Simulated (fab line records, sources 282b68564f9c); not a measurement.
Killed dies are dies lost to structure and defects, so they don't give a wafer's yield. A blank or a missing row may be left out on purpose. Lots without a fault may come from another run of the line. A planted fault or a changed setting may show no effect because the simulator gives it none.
Problem report in the 8D (eight disciplines) form, filled by code | flow rit_cmos | the parts of the form that need people (team, actions taken, sign-off) are left out

1. THE PROBLEM
wafer_temp_C_max at RIT_SILICIDE_RTA_06 reads a mean of 693.6 on 6 wafers of 2 lots; wafers without a fault read 752.9 with a standard deviation of 0.72. That is -82 standard deviations from the usual mean.
The step: time 10 s, ramp up 5 s, ramp down 10 s.
First seen on wafer L932.1, day 6 18:40, on rtp_anneal-01. The record holds 18 wafers of 6 lots with a number at this step. Rule for "out", or "out of limits": more than 4 standard deviations from the usual mean. The other wafers with a number count as sound.

2. WHAT IT IS AND WHAT IT IS NOT
question                    | is                     | is not
which readings at this step | wafer_temp_C_max       | -
which lots                  | L932, L934             | L917, L924, L927, L937
which wafers of those lots  | all that have a number | -
read on which tools         | rtp_anneal-01          | rtp_anneal-02
when                        | from day 6 18:40       | up to then (9 sound wafers); but 3 sound wafers of L937 came after

3. SUSPECTS, AND WHAT RULES EACH OUT
Counting: a tool at a process step up to the reading stays a suspect if it ran every lot that is out and no sound lot after the first of them.
- rtp_anneal-01 at RIT_SDANNEAL_RTA_03 (time 5 s): kept. It ran every lot that is out, first L932 (day 6 17:41), and no sound lot after that; its last sound lot up to then is L924 (day 5 01:33).
- rtp_anneal-02 at RIT_SILICIDE_RTA_04 (time 10 s, ramp up 5 s, ramp down 5 s): kept. It ran every lot that is out, first L932 (day 6 18:34), and no sound lot after that; its last sound lot up to then is L924 (day 5 02:26).
- rtp_anneal-01 at RIT_SILICIDE_RTA_06 (time 10 s, ramp up 5 s, ramp down 10 s): kept. It ran every lot that is out, first L932 (day 6 18:40), and no sound lot after that; its last sound lot up to then is L924 (day 5 02:32). Its own readings are out on those wafers: wafer_temp_C_max.
Left after counting: rtp_anneal-01 at RIT_SDANNEAL_RTA_03, rtp_anneal-02 at RIT_SILICIDE_RTA_04, rtp_anneal-01 at RIT_SILICIDE_RTA_06.

4. THE CAUSE (what the simulator had put in)
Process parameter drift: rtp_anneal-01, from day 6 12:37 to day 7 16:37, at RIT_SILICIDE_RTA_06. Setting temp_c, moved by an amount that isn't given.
Counting left 3 suspects, and this tool is among them.

5. THE CHAIN OF EFFECTS, in route order
Each row: a reading whose mean over the struck wafers that have a number lies more than 3 standard deviations from the usual. Only readings for which the record gives a usual standard deviation are gone through. hours: the time from each lot's start at the first step in this table that gives one to its start at this step, as a median over the lots. sigmas: the change in usual standard deviations.
hours | step                | reading          | usual | on struck wafers | change | sigmas
0     | RIT_SILICIDE_RTA_06 | wafer_temp_C_max | 752.9 | 693.6            | -59.3  | -82
The process steps in it:
- RIT_SILICIDE_RTA_06: time 10 s, ramp up 5 s, ramp down 10 s.

6. WHAT WOULD HAVE CAUGHT IT SOONER
In this record the first reading out of limits was taken at day 6 18:40, 6 hours after the fault began at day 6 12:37.
